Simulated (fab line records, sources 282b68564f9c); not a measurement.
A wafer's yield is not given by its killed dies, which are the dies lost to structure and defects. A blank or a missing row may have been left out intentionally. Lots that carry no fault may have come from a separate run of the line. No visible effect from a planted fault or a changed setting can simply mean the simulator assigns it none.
Which tool is to blame? :: flow ritCmos :: 14 lots with 42 wafers sampled at 4 steps, on a route of 202 steps

== WHAT EACH GAUGE READ, for each wafer ==
RIT_ACTIVE_THK_MEAS_02.
lot: L660
measured: day 1 12:22
on: filmMetro-02
ACTIVE_OXIDE_THK (nm): 46.2 46.8 46.5

lot: L663
measured: day 2 04:26
on: filmMetro-02
ACTIVE_OXIDE_THK (nm): 48.0 47.5 48.3

lot: L664
measured: day 2 10:04
on: filmMetro-02
ACTIVE_OXIDE_THK (nm): 46.2 46.2 47.3

lot: L666
measured: day 2 19:49
on: filmMetro-02
ACTIVE_OXIDE_THK (nm): 47.9 47.5 48.7

lot: L667
measured: day 3 02:56
on: filmMetro-02
ACTIVE_OXIDE_THK (nm): 47.5 47.3 46.5

lot: L668
measured: day 3 05:05
on: filmMetro-01
ACTIVE_OXIDE_THK (nm): 46.4 45.1 46.1

lot: L670
measured: day 3 15:19
on: filmMetro-01
ACTIVE_OXIDE_THK (nm): 47.2 47.1 47.0

lot: L671
measured: day 3 20:02
on: filmMetro-03
ACTIVE_OXIDE_THK (nm): 46.7 46.7 46.1

lot: L672
measured: day 4 04:28
on: filmMetro-03
ACTIVE_OXIDE_THK (nm): 47.1 47.3 47.3

lot: L673
measured: day 4 07:43
on: filmMetro-01
ACTIVE_OXIDE_THK (nm): 46.9 46.6 46.8

lot: L679
measured: day 5 11:35
on: filmMetro-01
ACTIVE_OXIDE_THK (nm): 46.9 46.7 47.2

lot: L680
measured: day 5 17:07
on: filmMetro-03
ACTIVE_OXIDE_THK (nm): 46.9 47.2 47.2

lot: L682
measured: day 6 02:34
on: filmMetro-03
ACTIVE_OXIDE_THK (nm): 46.5 46.5 47.4

lot: L683
measured: day 6 07:17
on: filmMetro-03
ACTIVE_OXIDE_THK (nm): 46.7 47.0 47.3

RIT_SPACER_THK_MEAS_04.
lot: L660
measured: day 3 06:26
on: filmMetro-02
SPACER_NITRIDE_THK (nm): 250.2 252.2 251.1

lot: L663
measured: day 3 23:39
on: filmMetro-04
SPACER_NITRIDE_THK (nm): 247.6 249.4 249.1

lot: L664
measured: day 4 09:32
on: filmMetro-01
SPACER_NITRIDE_THK (nm): 252.3 251.1 250.9

lot: L666
measured: day 4 17:24
on: filmMetro-04
SPACER_NITRIDE_THK (nm): 246.8 249.3 250.6

lot: L667
measured: day 4 21:17
on: filmMetro-04
SPACER_NITRIDE_THK (nm): 250.3 251.4 251.9

lot: L668
measured: day 4 22:44
on: filmMetro-01
SPACER_NITRIDE_THK (nm): 248.9 248.0 246.3

lot: L670
measured: day 5 10:48
on: filmMetro-01
SPACER_NITRIDE_THK (nm): 249.9 249.4 247.9

lot: L671
measured: day 5 14:59
on: filmMetro-01
SPACER_NITRIDE_THK (nm): 249.8 251.1 249.8

lot: L672
measured: day 5 20:29
on: filmMetro-01
SPACER_NITRIDE_THK (nm): 249.1 251.2 250.0

lot: L673
measured: day 6 01:02
on: filmMetro-04
SPACER_NITRIDE_THK (nm): 244.3 245.9 245.0

lot: L679
measured: day 7 03:07
on: filmMetro-04
SPACER_NITRIDE_THK (nm): 246.4 243.8 246.8

lot: L680
measured: day 7 05:06
on: filmMetro-01
SPACER_NITRIDE_THK (nm): 247.3 249.4 247.6

lot: L682
measured: day 7 18:49
on: filmMetro-04
SPACER_NITRIDE_THK (nm): 245.5 245.5 246.1

lot: L683
measured: day 8 00:27
on: filmMetro-04
SPACER_NITRIDE_THK (nm): 242.6 243.7 242.3

RIT_NSD_OVL_MEAS_06.
lot: L660
measured: day 3 07:29
on: overlay-02
NSD_OVL (nm): 0.6 0.6 0.7

lot: L663
measured: day 4 00:49
on: overlay-01
NSD_OVL (nm): -0.5 1.8 0.4

lot: L664
measured: day 4 10:43
on: overlay-01
NSD_OVL (nm): 0.3 0.2 -0.3

lot: L666
measured: day 4 18:38
on: overlay-02
NSD_OVL (nm): 1.1 3.7 1.5

lot: L667
measured: day 4 22:28
on: overlay-01
NSD_OVL (nm): 2.1 2.7 2.8

lot: L668
measured: day 5 00:14
on: overlay-01
NSD_OVL (nm): 3.3 2.5 3.2

lot: L670
measured: day 5 11:52
on: overlay-01
NSD_OVL (nm): 1.2 0.4 -1.0

lot: L671
measured: day 5 16:08
on: overlay-02
NSD_OVL (nm): 0.3 0.3 -1.8

lot: L672
measured: day 5 21:43
on: overlay-01
NSD_OVL (nm): -0.5 -0.7 0.0

lot: L673
measured: day 6 02:06
on: overlay-02
NSD_OVL (nm): 2.8 2.2 1.5

lot: L679
measured: day 7 04:10
on: overlay-02
NSD_OVL (nm): -1.4 0.0 0.1

lot: L680
measured: day 7 06:09
on: overlay-02
NSD_OVL (nm): -0.1 0.0 -1.9

lot: L682
measured: day 7 19:52
on: overlay-01
NSD_OVL (nm): 1.7 0.8 1.1

lot: L683
measured: day 8 01:38
on: overlay-02
NSD_OVL (nm): 1.8 0.6 1.6

== WHAT TOOL EACH LOT RAN ON (gives the tool, then ch and the chambers of the sampled wafers, and finally the start) ==
lot: L660
RIT_NRETRO_SOFTBAKE_02: lithoTrack-01 ch 0, day 2 05:04

lot: L663
RIT_NRETRO_SOFTBAKE_02: lithoTrack-01 ch 0, day 3 03:46

lot: L664
RIT_NRETRO_SOFTBAKE_02: lithoTrack-04 ch 0, day 3 09:53

lot: L666
RIT_NRETRO_SOFTBAKE_02: lithoTrack-02 ch 0, day 3 17:57

lot: L667
RIT_NRETRO_SOFTBAKE_02: lithoTrack-01 ch 0, day 3 23:34

lot: L668
RIT_NRETRO_SOFTBAKE_02: lithoTrack-04 ch 0, day 4 02:45

lot: L670
RIT_NRETRO_SOFTBAKE_02: lithoTrack-02 ch 0, day 4 15:46

lot: L671
RIT_NRETRO_SOFTBAKE_02: lithoTrack-04 ch 0, day 4 18:55

lot: L672
RIT_NRETRO_SOFTBAKE_02: lithoTrack-04 ch 0, day 4 23:22

lot: L673
RIT_NRETRO_SOFTBAKE_02: lithoTrack-01 ch 0, day 5 04:22

lot: L679
RIT_NRETRO_SOFTBAKE_02: lithoTrack-02 ch 0, day 6 05:56

lot: L680
RIT_NRETRO_SOFTBAKE_02: lithoTrack-04 ch 0, day 6 10:26

lot: L682
RIT_NRETRO_SOFTBAKE_02: lithoTrack-02 ch 0, day 6 20:39

lot: L683
RIT_NRETRO_SOFTBAKE_02: lithoTrack-04 ch 0, day 7 03:09
- RIT_NRETRO_SOFTBAKE_02: time 60 s.

== AS READ BY THE TOOLS THEMSELVES (means over the sampled wafers that have a number; for cases with no such wafer, the mark the record gives instead) ==
RIT_NRETRO_SOFTBAKE_02.
lot: L660
tool: lithoTrack-01
exhaustPa (Pa): 45.8
heaterPowerTotalW (W): 34.58
plateTempC (C): 90.10

lot: L663
tool: lithoTrack-01
exhaustPa (Pa): 43.9
heaterPowerTotalW (W): 34.58
plateTempC (C): 90.14

lot: L664
tool: lithoTrack-04
exhaustPa (Pa): 45.3
heaterPowerTotalW (W): 34.58
plateTempC (C): 89.91

lot: L666
tool: lithoTrack-02
exhaustPa (Pa): 45.4
heaterPowerTotalW (W): 34.52
plateTempC (C): 89.86

lot: L667
tool: lithoTrack-01
exhaustPa (Pa): 44.3
heaterPowerTotalW (W): 34.59
plateTempC (C): 90.01

lot: L668
tool: lithoTrack-04
exhaustPa (Pa): 45.6
heaterPowerTotalW (W): 34.57
plateTempC (C): 90.05

lot: L670
tool: lithoTrack-02
exhaustPa (Pa): 44.1
heaterPowerTotalW (W): 34.55
plateTempC (C): 89.93

lot: L671
tool: lithoTrack-04
exhaustPa (Pa): 44.7
heaterPowerTotalW (W): 34.55
plateTempC (C): 90.06

lot: L672
tool: lithoTrack-04
exhaustPa (Pa): 46.2
heaterPowerTotalW (W): 34.57
plateTempC (C): 89.86

lot: L673
tool: lithoTrack-01
exhaustPa (Pa): 44.9
heaterPowerTotalW (W): 34.53
plateTempC (C): 90.05

lot: L679
tool: lithoTrack-02
exhaustPa (Pa): 45.1
heaterPowerTotalW (W): 34.56
plateTempC (C): 89.90

lot: L680
tool: lithoTrack-04
exhaustPa (Pa): 45.6
heaterPowerTotalW (W): 33.13
plateTempC (C): 87.35

lot: L682
tool: lithoTrack-02
exhaustPa (Pa): 45.7
heaterPowerTotalW (W): 34.57
plateTempC (C): 90.07

lot: L683
tool: lithoTrack-04
exhaustPa (Pa): 45.0
heaterPowerTotalW (W): 33.10
plateTempC (C): 87.44

== THE ANSWER, worked out from the rows above alone ==
Rule: the lots themselves supply what counts as usual. The widest of any qualifying gaps counts: lots, ordered by their means at a reading, are off when they make up no more than a third of the lots, leave a main group of 4 or more, and stand apart from it by 3 or more times the standard deviation of that group's means. If all means in a main group match to the digits the tables above print for the reading, that group is not used. Also off: a lot with no number at a reading for which 4 or more lots have one. The other lots that the step has rows for count as sound. Order of review: gauges by route order, followed by the tools' own readings, for which a lot's mean as printed above is used. The first step at which some lot is off is used, and at that step the reading that is off furthest; a lot without a number counts as furthest.
Off, at RIT_NRETRO_SOFTBAKE_02 on heaterPowerTotalW: L680, L683. Main group: mean 34.56 W, sd 0.02.
If a tool, at that step or one of the process steps before it, ran each lot that is off and ran no sound lot following the first of them, it fits. One fits: RIT_NRETRO_SOFTBAKE_02 on lithoTrack-04. Its last sound lot is L672 (day 4 23:22), its first lot that is off L680 (day 6 10:26): a fault that began between those two fits.
The tool's own readings at RIT_NRETRO_SOFTBAKE_02 bear it out: on the lots that are off they differ by more than 5 times the standard deviation of the sound lots' means. heaterPowerTotalW reads 33.12 W there against 34.56 W on the sound lots; plateTempC reads 87.39 C there against 90.00 C on the sound lots.

== WHAT THE SIMULATOR HAD PUT IN ==
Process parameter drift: lithoTrack-04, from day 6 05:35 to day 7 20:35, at RIT_NRETRO_SOFTBAKE_02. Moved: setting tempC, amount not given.
Struck lots among those shown: L680, L683. The same result came from the rule above.
